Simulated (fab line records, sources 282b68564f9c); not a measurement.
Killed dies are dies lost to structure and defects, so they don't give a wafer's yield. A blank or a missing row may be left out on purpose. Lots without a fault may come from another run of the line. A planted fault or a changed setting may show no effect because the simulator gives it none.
Which tool did it? | flow rit_cmos | 7 lots, 21 wafers sampled, at 1 step of a route of 202

WHAT THE GAUGES READ, wafer by wafer
RIT_ACTIVE_BOW_MEAS_00.
lot  | measured    | on            | INCOMING_BOW (um)
L936 | day 1 20:00 | film_metro-04 | 3 -8 1
L941 | day 2 21:00 | film_metro-04 | -1 5 -2
L943 | day 3 07:01 | film_metro-04 | -2 -20 10
L945 | day 3 17:00 | film_metro-01 | 8 -5 9
L947 | day 4 03:00 | film_metro-02 | 2 0 -1
L949 | day 4 13:01 | film_metro-01 | 5 3 -4
L957 | day 6 05:00 | film_metro-04 | -5 -5 -1

WHICH TOOL RAN EACH LOT (tool, then ch and the chambers of the sampled wafers, then the start)
The record holds no process step before these readings.

THE ANSWER, worked out from the rows above alone
Rule: what is usual is taken from the lots themselves. Put in order of their means at a reading, lots are off if they are a third of the lots or fewer, leave a main group of 4 or more, and stand apart from it by a gap of 3 or more times the standard deviation of the main group's means; of several such gaps the widest counts. A main group whose means are all the same, to the digits that the tables above print for the reading, isn't used. A lot without any number at a reading at which 4 lots or more have one is off too. The other lots that the step has rows for count as sound.
No lot is off at any reading shown: from this, nothing can be told.

WHAT THE SIMULATOR HAD PUT IN
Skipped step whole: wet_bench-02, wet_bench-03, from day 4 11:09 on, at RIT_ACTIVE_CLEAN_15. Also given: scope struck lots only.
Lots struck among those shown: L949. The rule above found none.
